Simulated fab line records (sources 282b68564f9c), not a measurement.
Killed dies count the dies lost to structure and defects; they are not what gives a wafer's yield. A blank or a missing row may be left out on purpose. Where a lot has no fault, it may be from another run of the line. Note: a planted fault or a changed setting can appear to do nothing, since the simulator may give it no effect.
fab line records -- flow ritCmos
[record] lots = 6, wafers = 18, lastDay = 7
route steps=202 shown PSD@144 SDANNEAL@153 NSD@158 PLDD@159 NLDD@160 M1@202
lots untouched by any fault: they come from a run of this same line in which no faults occurred
startH: start of the lot's first displayed wafer, in hours after the record's first day -- waitH: hours elapsed since this lot's preceding step -- " unchanged from the row above -- L1.1+2: a single row standing in for several wafers -- - no value, or no start given -- * or withheld: withheld -- < > ~ a bound
route shown NAME@n: a module of which the file shows steps, and the number in the route of the first -- usual: mean/standard deviation of fault-free wafers -- same: alike in all rows -- chamber/n: place in a boat -- sites: the reading at each site -- _std_site: standard deviation across them -- _edge_site: mean of outer sites minus mean of inner sites -- radiusMm: for every site, how far away it sits from the centre of the wafer -- mask NAME#n: copy n -- behind: the tool/chamber that last shaped the wafer -- hold: cause of the lot's hold/its duration in hours/its outcome -- device: transistor that didn't switch, given as n, p or np -- end of line: the route-end tests of the same wafers -- step lacking rows: just its recipe -- killed: the dies lost at the first sort to structure and to defects; this is not the yield of the wafer -- map: the dies of a wafer, with x for killed, . for not killed, _ for no die there
set.NAME: setting as actually run; set.NAME@STEP: the setting as run at that earlier step -- model.NAME: the simulator's own value behind a step, which no gauge read
certain route steps with their lots: each step a table, each wafer a row
services: the hour from which a tool's chamber was out of use, counted from the record's first day as startH (under 0 if before that day), plus the number of hours and why
[[steps]]
[step RIT_PSD_SOFTBAKE_02]
[recipe] resist = NOVOLAK, tempC = 90, timeS = 60
[step RIT_PSD_EXPOSE_03]
[recipe] maskId = M10, na = 0.57, targetCdNm = 40900, doseMj = 250
[step RIT_PSD_PEB_04]
[recipe] resist = NOVOLAK, tempC = withheld, timeS = withheld
[step RIT_PSD_DEVELOP_05]
[recipe] resist = NOVOLAK, developTimeS = 50, devTempC = 23
[step RIT_PSD_OVL_MEAS_06]
[usual] PSD_OVL = 0.8/1.3
lot.wafer,tool,chamber,startH,waitH,PSD_OVL[nm]
L543.1,overlay-01,-,69.03,-,3.1
L543.2,overlay-01,-,69.03,-,0.5
L543.3,overlay-01,-,69.03,-,1.6
L544.3,overlay-02,-,72.38,-,-0.6
L544.4,overlay-02,-,72.38,-,-1.4
L544.5,overlay-02,-,72.38,-,-1.3
L550.1,overlay-02,-,102.93,-,0.3
L550.2,overlay-02,-,102.93,-,1.3
L550.4,overlay-02,-,102.93,-,0.2
L552.1,overlay-02,-,114.62,-,-0.4
L552.3,overlay-02,-,114.62,-,0.8
L552.4,overlay-02,-,114.62,-,-0.7
L561.4,overlay-01,-,157.19,-,2.2
L561.5,overlay-01,-,157.19,-,2.1
L561.6,overlay-01,-,157.19,-,1.4
L563.3,overlay-02,-,170.58,-,0.7
L563.4,overlay-02,-,170.58,-,1.2
L563.5,overlay-02,-,170.58,-,0.1
[step RIT_PSD_HARDBAKE_07]
[recipe] resist = NOVOLAK, tempC = 140, timeS = 60
[step RIT_PSD_IMPLANT_08]
[recipe] species = BF2, energyKev = 27, doseCm2 = 5.072e+15, tiltDeg = 7
[step RIT_PSD_STRIP_09]
[recipe] chemistry = O2, timeS = 180, resist = NOVOLAK, platenTempC = withheld, powerW = 500, pressureMtorr = 4000, o2FlowSccm = 4000
[usual] drypumpMotorCurrentA = 5.7/0.35
lot.wafer,tool,chamber,startH,waitH,drypumpMotorCurrentA,rfHoursCounterH
L543.1,plasmaAsher-02,0,69.36,0.1,5.8,29
L543.2,plasmaAsher-02,1,69.36,0.1,5.4,29
L543.3,plasmaAsher-02,0,69.36,0.1,5.8,-
L544.3,plasmaAsher-03,1,72.76,0.1,6.2,-
L544.4,plasmaAsher-03,0,72.76,0.1,5.9,-
L544.5,plasmaAsher-03,1,72.76,0.1,6.2,-
L550.1,plasmaAsher-01,1,103.27,0.1,6.0,47
L550.2,plasmaAsher-01,0,103.27,0.1,5.2,47
L550.4,plasmaAsher-01,1,103.27,0.1,6.0,-
L552.1,plasmaAsher-01,0,114.96,0.1,5.2,48
L552.3,plasmaAsher-01,0,114.96,0.1,5.2,-
L552.4,plasmaAsher-01,1,114.96,0.1,6.0,-
L561.4,plasmaAsher-02,1,157.57,0.1,5.4,-
L561.5,plasmaAsher-02,1,157.57,0.1,5.4,-
L561.6,plasmaAsher-02,0,157.57,0.1,5.8,-
L563.3,plasmaAsher-01,1,170.96,0.1,6.0,-
L563.4,plasmaAsher-01,0,170.96,0.1,5.2,-
L563.5,plasmaAsher-01,1,170.96,0.1,6.0,-
[step RIT_PSD_TW_MEAS_10]
[usual] PSD_TW = 3458/19
lot.wafer,tool,chamber,startH,waitH,PSD_TW
L543.1,filmMetro-04,-,69.54,0.1,3469
L543.2,filmMetro-04,-,69.54,0.1,3460
L543.3,filmMetro-04,-,69.54,0.1,3479
L544.3,filmMetro-04,-,72.90,0.1,3468
L544.4,filmMetro-04,-,72.90,0.1,3472
L544.5,filmMetro-04,-,72.90,0.1,3451
L550.1,filmMetro-02,-,103.44,0.1,3505
L550.2,filmMetro-02,-,103.44,0.1,3510
L550.4,filmMetro-02,-,103.44,0.1,3475
L552.1,filmMetro-01,-,115.13,0.1,3440
L552.3,filmMetro-01,-,115.13,0.1,3431
L552.4,filmMetro-01,-,115.13,0.1,3432
L561.4,filmMetro-04,-,157.71,0.1,3422
L561.5,filmMetro-04,-,157.71,0.1,3441
L561.6,filmMetro-04,-,157.71,0.1,3449
L563.3,filmMetro-01,-,171.10,0.1,3458
L563.4,filmMetro-01,-,171.10,0.1,3480
L563.5,filmMetro-01,-,171.10,0.1,3431
[step RIT_SDANNEAL_CLEAN_00]
[recipe] chemistry = SC1, mix = 3:3:50, timeS = 600, tempC = 75
[step RIT_SDANNEAL_CLEAN_01]
[recipe] chemistry = dHF, dilution = 50:1, timeS = 30
[step RIT_SDANNEAL_CLEAN_02]
[recipe] chemistry = SC2, mix = 3:3:50, timeS = 600, tempC = 75, dry = n2Spin
[step RIT_SDANNEAL_RTA_03]
[recipe] tempC = 1050, timeS = 5, idleTempC = 600, rampUpCPerS = 342, rampDownCPerS = 171, coolToC = 600, ambient = N2
[usual] annealTempCMax = 1053.8/0.78, rampUpCPerS = 341.99/0.055, wafer_temp_C_max = 1053.3/1.1
lot.wafer,tool,chamber,startH,waitH,annealTempCMax,rampUpCPerS,wafer_temp_C_max
L543.1,rtpAnneal-02,0,70.32,0.0,1052.3,341.95,1057.7
L543.2,rtpAnneal-02,0,70.32,0.0,1053.0,341.99,1052.7
L543.3,rtpAnneal-02,0,70.32,0.0,1053.0,342.01,1052.7
L544.3,rtpAnneal-01,0,73.36,0.0,1053.8,342.04,1053.4
L544.4,rtpAnneal-01,0,73.36,0.0,1054.3,342.04,1053.3
L544.5,rtpAnneal-01,0,73.36,0.0,1054.1,341.97,1053.0
L550.1,rtpAnneal-01,0,103.87,0.0,1055.4,341.95,1052.8
L550.2,rtpAnneal-01,0,103.87,0.0,1053.4,341.93,1054.2
L550.4,rtpAnneal-01,0,103.87,0.0,1054.8,342.02,1052.9
L552.1,rtpAnneal-01,0,115.58,0.0,1055.4,341.85,1057.3
L552.3,rtpAnneal-01,0,115.58,0.0,1053.7,342.09,1053.4
L552.4,rtpAnneal-01,0,115.58,0.0,1054.5,342.05,1052.9
L561.4,rtpAnneal-02,0,158.49,0.0,1053.6,341.99,1052.9
L561.5,rtpAnneal-02,0,158.49,0.0,1053.7,341.99,1055.0
L561.6,rtpAnneal-02,0,158.49,0.0,1054.7,342.09,1053.6
L563.3,rtpAnneal-02,0,171.56,0.0,1053.2,341.99,1053.5
L563.4,rtpAnneal-02,0,171.56,0.0,1052.7,341.95,1054.6
L563.5,rtpAnneal-02,0,171.56,0.0,1053.9,341.98,1051.7
[step RIT_SDANNEAL_RS_MEAS_04]
[recipe] thkMeasGauge = four-point-probe
[usual] PSD_RS = 115.8/0.34
lot.wafer,tool,chamber,startH,waitH,PSD_RS[ohm/sq]
L543.1,filmMetro-04,-,70.37,0.0,115.8
L543.2,filmMetro-04,-,70.37,0.0,115.8
L543.3,filmMetro-04,-,70.37,0.0,115.5
L544.3,filmMetro-01,-,73.43,0.1,116.0
L544.4,filmMetro-01,-,73.43,0.1,116.2
L544.5,filmMetro-01,-,73.43,0.1,116.0
L550.1,filmMetro-02,-,103.93,0.0,114.0
L550.2,filmMetro-02,-,103.93,0.0,114.1
L550.4,filmMetro-02,-,103.93,0.0,114.0
L552.1,filmMetro-01,-,115.63,0.0,113.2
L552.3,filmMetro-01,-,115.63,0.0,113.6
L552.4,filmMetro-01,-,115.63,0.0,113.6
L561.4,filmMetro-02,-,158.58,0.1,115.8
L561.5,filmMetro-02,-,158.58,0.1,115.6
L561.6,filmMetro-02,-,158.58,0.1,115.8
L563.3,filmMetro-02,-,171.64,0.1,115.3
L563.4,filmMetro-02,-,171.64,0.1,115.7
L563.5,filmMetro-02,-,171.64,0.1,115.5
[step RIT_SDANNEAL_RS_MEAS_05]
[recipe] thkMeasGauge = four-point-probe
[usual] NSD_RS = 84.4/0.34
lot.wafer,tool,chamber,startH,waitH,NSD_RS[ohm/sq]
L543.1,filmMetro-04,-,70.49,0.1,84.4
L543.2,filmMetro-04,-,70.49,0.1,84.9
L543.3,filmMetro-04,-,70.49,0.1,84.5
L544.3,filmMetro-01,-,73.55,0.1,84.8
L544.4,filmMetro-01,-,73.55,0.1,85.0
L544.5,filmMetro-01,-,73.55,0.1,85.0
L550.1,filmMetro-02,-,104.05,0.1,84.4
L550.2,filmMetro-02,-,104.05,0.1,84.1
L550.4,filmMetro-02,-,104.05,0.1,84.3
L552.1,filmMetro-01,-,115.75,0.1,84.1
L552.3,filmMetro-01,-,115.75,0.1,84.2
L552.4,filmMetro-01,-,115.75,0.1,84.3
L561.4,filmMetro-02,-,158.70,0.1,84.5
L561.5,filmMetro-02,-,158.70,0.1,84.7
L561.6,filmMetro-02,-,158.70,0.1,84.5
L563.3,filmMetro-02,-,171.76,0.1,84.3
L563.4,filmMetro-02,-,171.76,0.1,84.2
L563.5,filmMetro-02,-,171.76,0.1,84.2
[step RIT_SDANNEAL_RS_MEAS_06]
[recipe] thkMeasGauge = four-point-probe
[usual] PLDD_RS = 178.6/0.41
lot.wafer,tool,chamber,startH,waitH,PLDD_RS[ohm/sq]
L543.1,filmMetro-04,-,70.61,0.1,178.7
L543.2,filmMetro-04,-,70.61,0.1,178.2
L543.3,filmMetro-04,-,70.61,0.1,178.3
L544.3,filmMetro-01,-,73.67,0.1,179.2
L544.4,filmMetro-01,-,73.67,0.1,179.4
L544.5,filmMetro-01,-,73.67,0.1,178.8
L550.1,filmMetro-02,-,104.17,0.1,176.5
L550.2,filmMetro-02,-,104.17,0.1,176.7
L550.4,filmMetro-02,-,104.17,0.1,176.7
L552.1,filmMetro-01,-,115.87,0.1,176.3
L552.3,filmMetro-01,-,115.87,0.1,176.5
L552.4,filmMetro-01,-,115.87,0.1,176.3
L561.4,filmMetro-02,-,158.82,0.1,178.5
L561.5,filmMetro-02,-,158.82,0.1,178.2
L561.6,filmMetro-02,-,158.82,0.1,178.3
L563.3,filmMetro-02,-,171.88,0.1,178.0
L563.4,filmMetro-02,-,171.88,0.1,178.2
L563.5,filmMetro-02,-,171.88,0.1,178.0
[step RIT_SDANNEAL_RS_MEAS_07]
[recipe] thkMeasGauge = four-point-probe
[usual] NLDD_RS = 151.7/0.57
lot.wafer,tool,chamber,startH,waitH,NLDD_RS[ohm/sq]
L543.1,filmMetro-04,-,70.73,0.1,152.2
L543.2,filmMetro-04,-,70.73,0.1,151.5
L543.3,filmMetro-04,-,70.73,0.1,151.6
L544.3,filmMetro-01,-,73.79,0.1,151.9
L544.4,filmMetro-01,-,73.79,0.1,152.1
L544.5,filmMetro-01,-,73.79,0.1,151.5
L550.1,filmMetro-02,-,104.29,0.1,151.4
L550.2,filmMetro-02,-,104.29,0.1,151.9
L550.4,filmMetro-02,-,104.29,0.1,151.6
L552.1,filmMetro-01,-,115.99,0.1,151.7
L552.3,filmMetro-01,-,115.99,0.1,151.3
L552.4,filmMetro-01,-,115.99,0.1,151.3
L561.4,filmMetro-02,-,158.94,0.1,151.3
L561.5,filmMetro-02,-,158.94,0.1,151.2
L561.6,filmMetro-02,-,158.94,0.1,150.6
L563.3,filmMetro-02,-,172.00,0.1,151.0
L563.4,filmMetro-02,-,172.00,0.1,151.4
L563.5,filmMetro-02,-,172.00,0.1,151.5
[step RIT_M1_PROBE_99]
[usual] killedAtFrontEnd = 7/3.2, killedDies = 8/3.2, killedOpen = 3.7/2.1, killedShort = 3.8/2.2
[same] grossDies = 264, killed_at_M0_to_M3 = 0, killed_at_M4_up = 0, killedAtBackSide = 0, killedAtContacts = 0, killedAtOther = 0
lot.wafer,tool,chamber,startH,waitH,killedAtFrontEnd,killedDies,killedOpen,killedShort,model.etest.contactNplus.endOhmUm,model.etest.vpnp.gain,model.etest.diodePplusComb.cjFfUm2,model.etest.diodePplusNwell.cjFfUm2,model.etest.pmos_0p15.vtSatV,model.etest.pmos_0p15.overlapFfUm,model.etest.capPGate.vfbV
L543.1,prober-02,-,78.48,0.1,10,10,7,3,43.17,1.088,1.997,1.667,-0.2879,0.2462,0.9646
L543.2,prober-02,-,78.53,0.1,6,6,1,5,42.3,1.058,2.017,1.703,-0.2987,0.2404,0.9665
L543.3,prober-02,-,78.58,0.2,5,5,3,2,41.65,1.09,2.013,1.695,-0.2825,0.2434,0.9719
L544.3,prober-01,-,81.15,0.2,9,9,5,4,40.91,1.042,2.005,1.702,-0.3267,0.2251,0.9653
L544.4,prober-01,-,81.20,0.2,4,4,2,2,40.27,1.047,2.011,1.713,-0.3391,0.2212,0.9639
L544.5,prober-01,-,81.25,0.2,4,4,3,1,42.2,1.052,2.018,1.696,-0.3291,0.2257,0.97
L550.1,prober-01,-,111.45,0.1,1,1,0,1,42.94,1.113,2.046,1.735,-0.2791,0.257,0.9748
L550.2,prober-01,-,111.50,0.1,6,6,1,5,43.65,1.13,2.038,1.713,-0.2706,0.2537,0.9724
L550.4,prober-01,-,111.60,0.2,12,12,7,5,41.43,1.102,2.052,1.761,-0.2881,0.2462,0.9741
L552.1,prober-01,-,123.01,0.1,12,12,5,7,43.69,1.074,2.108,1.814,-0.2443,0.2617,0.9776
L552.3,prober-01,-,123.11,0.2,5,5,2,3,44.18,1.055,2.108,1.814,-0.2622,0.2554,0.977
L552.4,prober-01,-,123.16,0.2,4,4,2,2,43.4,1.078,2.102,1.812,-0.2579,0.2611,0.9659
L561.4,prober-02,-,166.16,0.2,6,6,4,2,42.26,1.032,2.008,1.729,-0.2807,0.2472,0.968
L561.5,prober-02,-,166.21,0.2,10,10,5,5,42.39,1.028,1.999,1.722,-0.2764,0.2441,0.9676
L561.6,prober-02,-,166.26,0.2,8,8,6,2,41.97,1.043,1.996,1.703,-0.274,0.2493,0.9663
L563.3,prober-02,-,179.31,0.2,13,13,6,7,40.99,1.069,2.006,1.688,-0.2912,0.2491,0.9675
L563.4,prober-02,-,179.36,0.2,6,6,3,3,40.7,1.093,1.999,1.683,-0.2887,0.2455,0.9577
L563.5,prober-02,-,179.41,0.2,9,9,3,6,39.48,1.052,2.01,1.722,-0.2871,0.2419,0.9632
// killed by level:class
L543.1 GATE:geometricParticle:open=5 GATE:geometricParticle:short=2 REOX:geometricParticle:open=2 REOX:geometricParticle:short=1
L543.2 FOX2:geometricParticle:short=2 FOX1:geometricParticle:short=1 GATE:geometricParticle:short=1 GATE:geometricParticle:open=1 SPACER:geometricParticle:short=1
L543.3 GATE:geometricParticle:open=2 GATE:geometricParticle:short=1 REOX:geometricParticle:open=1 SILICIDE:geometricParticle:short=1
L544.3 FOX1:geometricParticle:short=3 FOX1:geometricParticle:open=2 GATE:geometricParticle:open=2 SILICIDE:geometricParticle:open=1 SILICIDE:geometricParticle:short=1
L544.4 GATE:geometricParticle:open=1 GATE:geometricParticle:short=1 REOX:geometricParticle:open=1 SPACER:geometricParticle:short=1
L544.5 GATE:geometricParticle:open=2 FOX1:geometricParticle:open=1 REOX:geometricParticle:short=1
L550.1 GATE:geometricParticle:short=1
L550.2 FOX1:geometricParticle:short=2 REOX:geometricParticle:short=2 FOX2:geometricParticle:short=1 SPACER:geometricParticle:open=1
L550.4 GATE:geometricParticle:open=2 GATE:geometricParticle:short=2 REOX:geometricParticle:open=2 REOX:geometricParticle:short=2 FOX1:geometricParticle:open=1 FOX2:geometricParticle:open=1 SPACER:geometricParticle:open=1 SPACER:geometricParticle:short=1
L552.1 GATE:geometricParticle:open=3 REOX:geometricParticle:short=3 GATE:geometricParticle:short=2 FOX1:geometricParticle:short=1 FOX1:geometricParticle:open=1 FOX2:geometricParticle:open=1 SPACER:geometricParticle:short=1
L552.3 FOX1:geometricParticle:short=1 GATE:geometricParticle:open=1 REOX:geometricParticle:short=1 SILICIDE:geometricParticle:open=1 SILICIDE:geometricParticle:short=1
L552.4 FOX2:geometricParticle:short=1 FOX2:geometricParticle:open=1 GATE:geometricParticle:short=1 REOX:geometricParticle:open=1
L561.4 FOX2:geometricParticle:open=2 GATE:geometricParticle:short=2 GATE:geometricParticle:open=1 SPACER:geometricParticle:open=1
L561.5 GATE:geometricParticle:short=2 GATE:geometricParticle:open=2 REOX:geometricParticle:short=2 FOX1:geometricParticle:short=1 FOX1:geometricParticle:open=1 REOX:geometricParticle:open=1 SILICIDE:geometricParticle:open=1
L561.6 GATE:geometricParticle:open=4 FOX2:geometricParticle:short=1 FOX2:geometricParticle:open=1 GATE:geometricParticle:short=1 SPACER:geometricParticle:open=1
L563.3 GATE:geometricParticle:short=4 REOX:geometricParticle:open=3 GATE:geometricParticle:open=1 REOX:geometricParticle:short=1 SPACER:geometricParticle:short=1 SPACER:geometricParticle:open=1 SILICIDE:geometricParticle:short=1 SILICIDE:geometricParticle:open=1
L563.4 GATE:geometricParticle:open=2 GATE:geometricParticle:short=1 SPACER:geometricParticle:short=1 SPACER:geometricParticle:open=1 SILICIDE:geometricParticle:short=1
L563.5 FOX1:geometricParticle:open=1 FOX1:geometricParticle:short=1 FOX2:geometricParticle:open=1 FOX2:geometricParticle:short=1 GATE:geometricParticle:short=1 GATE:geometricParticle:open=1 REOX:geometricParticle:short=1 SPACER:geometricParticle:short=1
[[services]]
tool,chamber,startH,hours,kind
plasmaAsher-01,-,54.90,3.0,repair
plasmaAsher-03,-,108.75,9.0,pm
plasmaAsher-03,0,108.75,9.0,ventCycle
plasmaAsher-03,1,108.75,9.0,ventCycle
plasmaAsher-03,0,117.75,-,clean
plasmaAsher-03,1,117.75,-,clean
plasmaAsher-02,-,132.94,4.4,repair
plasmaAsher-02,-,165.77,2.1,repair
[[key]]
[firstSign] step = RIT_SDANNEAL_RS_MEAS_04, reading = PSD_RS, direction = down, sigmas = 6, usual = 115.8, struck = 113.8
[effect] step = RIT_SDANNEAL_RS_MEAS_06, reading = PLDD_RS, direction = down, sigmas = 5.1, usual = 178.6, struck = 176.5
[modelEffect] step = RIT_M1_PROBE_99, value = etest.contactNplus.endOhmUm, without = 41.58, struck = 43.22
metAt RIT_SDANNEAL_RTA_03
struckWafers L550.1,L550.2,L550.4,L552.1,L552.3,L552.4
testerLeftOut L550,L552
onsetBetween 73.36 103.87
[fault] kind = processParameterDrift, tool = rtpAnneal-01, chamber = -, onsetH = 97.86, steps = RIT_SDANNEAL_RTA_03, channel = timeS, offset = *, shape = step, endH = 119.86, actsIn = *, stated = *
// testerLeftOut: of these lots the tester's yield and bins aren't shown, on N5 and GAA mostly nor the transistor test; their killed dies are dies lost to structure and defects alone, not to doping, threshold or leakage, so they don't give the yield
